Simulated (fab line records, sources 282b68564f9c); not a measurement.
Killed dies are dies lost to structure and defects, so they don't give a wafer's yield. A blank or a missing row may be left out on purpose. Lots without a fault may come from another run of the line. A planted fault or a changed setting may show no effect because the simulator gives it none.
fab line records | flow rit_cmos
record lots=15 wafers=45 last_day=6
route steps=202 shown PLDD@117
lots that met no fault: from a run of the same line without faults
start_h: hours from the record's first day to the start of the lot's first wafer shown | wait_h: hours since the lot's step before | " the same as in the row above | L1.1+2: a row that stands for several wafers | - no value, or no start given | * or withheld: withheld | < > ~ a bound
route shown NAME@n: a module of which the file shows steps, and the number in the route of the first | usual: mean/standard deviation of fault-free wafers | same: alike in all rows | chamber/n: place in a boat | sites: the reading at each site | _std_site: their standard deviation | _edge_site: outer sites' mean less inner sites' | radius_mm: how far each site lies from the wafer's centre | mask NAME#n: copy n | behind: the tool/chamber that last shaped the wafer | hold: why the lot was held/for how many hours/how that ended | device: the transistor (n, p or np) that didn't switch | end of line: the same wafers' tests at the end of the route | a step without rows: its recipe alone | killed: dies lost to structure and defects at the first sort, not the wafer's yield | map: a wafer's dies, x killed, . not, _ none there
set.NAME: the setting as run; set.NAME@STEP: as run at that earlier step | model.NAME: the simulator's own value behind a step, which no gauge read
steps of the route over a sample of lots; a table a step, a row a wafer
services: from which hour (start_h, from the record's first day; less than 0 if before it) a tool's chamber was out of use, for how many hours, and why
## steps
# step RIT_PLDD_EXPOSE_03
# recipe mask_id=M8 na=0.57 target_cd_nm=40900 dose_mj=250
# usual exposure_dose_mJ_cm2=250.00/0.23 focus_offset_nm=0.1/0.59
# columns lot.wafer tool chamber start_h wait_h mask exposure_dose_mJ_cm2 focus_offset_nm
L820.4 iline_stepper-02 0 46.74 0.2 M8#0 249.75 -0.1
L820.5 " 0 " " M8#0 249.88 -0.6
L820.6 " 0 " " M8#0 250.05 0.2
L821.2 iline_stepper-02 0 49.01 0.1 M8#0 249.60 -0.2
L821.4 " 0 " " M8#0 249.42 0.0
L821.6 " 0 " " M8#0 249.68 0.2
L822.3 iline_stepper-01 0 54.32 0.2 M8#0 249.98 -0.8
L822.5 " 0 " " M8#0 250.09 -1.4
L822.6 " 0 " " M8#0 250.07 -0.2
L823.2 iline_stepper-02 0 59.48 0.2 M8#0 250.15 0.6
L823.3 " 0 " " M8#0 250.21 1.1
L823.6 " 0 " " M8#0 249.90 0.8
L824.1 iline_stepper-02 0 63.22 0.1 M8#0 249.70 0.3
L824.4 " 0 " " M8#0 250.10 -0.2
L824.5 " 0 " " M8#0 249.89 0.2
L825.3 iline_stepper-01 0 67.22 0.2 M8#0 250.01 0.7
L825.5 " 0 " " M8#0 250.08 1.2
L825.6 " 0 " " M8#0 249.97 0.8
L826.3 iline_stepper-02 0 75.23 0.2 M8#0 249.49 -0.9
L826.4 " 0 " " M8#0 250.11 -0.6
L826.5 " 0 " " M8#0 249.90 0.3
L828.1 iline_stepper-02 0 84.55 0.2 M8#0 250.07 -0.2
L828.5 " 0 " " M8#0 249.81 -0.3
L828.6 " 0 " " M8#0 249.61 0.1
L830.2 iline_stepper-02 0 93.57 0.1 M8#0 250.07 -0.2
L830.3 " 0 " " M8#0 250.16 -0.6
L830.5 " 0 " " M8#0 249.57 -1.0
L831.2 iline_stepper-02 0 103.04 0.1 M8#0 249.91 -0.1
L831.5 " 0 " " M8#0 250.06 0.4
L831.6 " 0 " " M8#0 250.32 0.4
L832.3 iline_stepper-02 0 106.08 0.1 M8#0 249.94 -0.1
L832.5 " 0 " " M8#0 250.05 -0.4
L832.6 " 0 " " M8#0 250.14 -0.3
L833.4 iline_stepper-02 0 109.05 0.1 M8#0 250.19 0.6
L833.5 " 0 " " M8#0 250.04 0.0
L833.6 " 0 " " M8#0 249.93 -0.3
L834.3 iline_stepper-01 - 113.71 0.2 M8#0 - -
L834.5 " - " " M8#0 - -
L834.6 " - " " M8#0 - -
L835.1 iline_stepper-02 - 119.76 0.2 M8#0 - -
L835.2 " - " " M8#0 - -
L835.5 " - " " M8#0 - -
L836.3 iline_stepper-02 - 126.73 0.1 M8#0 - -
L836.4 " - " " M8#0 - -
L836.5 " - " " M8#0 - -
## services
# columns tool chamber start_h hours kind
iline_stepper-02 - 66.17 2.1 pm
iline_stepper-02 - 68.25 - consumable_replace:lamp
iline_stepper-01 - 83.48 1.7 pm
iline_stepper-02 - 99.51 1.7 pm
## key
first_sign step=RIT_PLDD_EXPOSE_03 reading=tool_record direction=missing
effect none on later readings
met_at RIT_PLDD_EXPOSE_03
struck_lots L834,L835,L836
sort_left_out L834.3,L834.5,L834.6,L835.1,L835.2,L835.5,L836.3,L836.4,L836.5
tester_left_out L834,L835,L836
onset_between 109.05 113.71
fault kind=skipped_step_whole tool=iline_stepper-01,iline_stepper-02 chamber=- onset_h=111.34 steps=RIT_PLDD_EXPOSE_03 scope=struck_lots_only
# tester_left_out: of these lots the tester's yield and bins aren't shown, on N5 and GAA mostly nor the transistor test; their killed dies are dies lost to structure and defects alone, not to doping, threshold or leakage, so they don't give the yield
# sort_left_out: the simulated sort isn't trusted on such a fault, so these wafers' sort isn't shown, and their yield isn't known
